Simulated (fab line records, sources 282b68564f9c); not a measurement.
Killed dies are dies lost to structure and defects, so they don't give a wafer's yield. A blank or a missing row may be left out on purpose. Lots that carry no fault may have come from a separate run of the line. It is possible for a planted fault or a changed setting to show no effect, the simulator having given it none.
What tool caused it? + flow rit cmos + Sampling: 13 lots, 39 wafers, 2 of 202 route steps

## WHAT THE GAUGES SHOWED, per wafer
RIT_NLDD_OVL_MEAS_06.
| lot  | measured    | on         | NLDD_OVL (nm)  |
|------|-------------|------------|----------------|
| L991 | day 2 21:38 | overlay-02 | -0.2 -0.4 -0.5 |
| L992 | day 3 00:04 | overlay-01 | -3.5 -3.3 -3.9 |
| L993 | day 3 08:41 | overlay-02 | 0.0 -1.5 -0.1  |
| L994 | day 3 10:43 | overlay-01 | -3.5 -1.9 -1.7 |
| L996 | day 3 20:31 | overlay-01 | -1.6 -0.3 -0.3 |
| L997 | day 4 00:50 | overlay-01 | 7.1 6.2 7.3    |
| L998 | day 4 04:56 | overlay-01 | -3.4 -2.7 -1.5 |
| L101 | day 4 23:31 | overlay-02 | -0.4 0.0 -1.0  |
| L102 | day 5 01:43 | overlay-02 | 7.2 8.4 7.7    |
| L104 | day 5 12:47 | overlay-01 | 4.4 5.4 4.3    |
| L106 | day 5 23:20 | overlay-02 | 8.0 6.6 6.6    |
| L111 | day 7 01:47 | overlay-01 | -3.3 -2.2 -2.6 |
| L114 | day 7 18:35 | overlay-01 | -1.8 -2.0 -3.2 |

## TOOL THAT RAN EACH LOT (tool first, then ch and the chambers of the sampled wafers, then the start)
| lot  | RIT_NLDD_EXPOSE_03                 |
|------|------------------------------------|
| L991 | iline stepper-01 ch 0, day 2 21:14 |
| L992 | iline stepper-02 ch 0, day 2 23:40 |
| L993 | iline stepper-01 ch 0, day 3 08:17 |
| L994 | iline stepper-02 ch 0, day 3 10:17 |
| L996 | iline stepper-01 ch 0, day 3 20:07 |
| L997 | iline stepper-01 ch 0, day 4 00:26 |
| L998 | iline stepper-02 ch 0, day 4 04:32 |
| L101 | iline stepper-02 ch 0, day 4 23:08 |
| L102 | iline stepper-01 ch 0, day 5 01:19 |
| L104 | iline stepper-01 ch 0, day 5 12:26 |
| L106 | iline stepper-01 ch 0, day 5 22:58 |
| L111 | iline stepper-02 ch 0, day 7 01:23 |
| L114 | iline stepper-02 ch 0, day 7 18:13 |
- RIT_NLDD_EXPOSE_03: exposes mask M7, target cd 40700 nm.

## WHAT THE TOOLS THEMSELVES READ (means of the sampled wafers that have a number; where no wafer has one, the mark that the record gives instead)
The record holds no such reading with a usual standard deviation.

## THE ANSWER, worked out from the rows above alone
Rule: the lots themselves supply what counts as usual. Put in order of their means at a reading, lots are off if they are a third of the lots or fewer, leave a main group of 4 or more, and stand apart from it by a gap of 3 or more times the standard deviation of the main group's means; of several such gaps the widest counts. The tables above print the reading to a certain number of digits; a main group whose means all agree to those digits is not used. Also off: a lot with no number at a reading for which 4 or more lots have one. The other lots that the step has rows for count as sound. The gauges are gone through in route order, then the tools' own readings, and for those a lot's mean is taken as printed above. The first step at which some lot is off is used, and at that step the reading that is off furthest; a lot without a number counts as furthest.
Off: at RIT_NLDD_OVL_MEAS_06 (NLDD_OVL), L997, L102, L104, L106. For the main group the mean is -1.7 nm and the standard deviation 1.1.
A tool fits if, at a process step before that reading, it ran every lot that is off, and no sound lot after the first of them. Gauges at RIT_NLDD_OVL_MEAS_06: tried the same way as those tools. One fits: RIT_NLDD_EXPOSE_03 on iline stepper-01. A fault onset in the window from L996 (day 3 20:07, its last sound lot) to L997 (day 4 00:26, its first lot off) fits.

## WHAT THE SIMULATOR HAD INSERTED
Scanner matching overlay: iline stepper-01, from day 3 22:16 on, at RIT_NLDD_EXPOSE_03. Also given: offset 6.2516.
Struck lots among those shown: L997, L102, L104, L106. The rule given above showed the same thing.
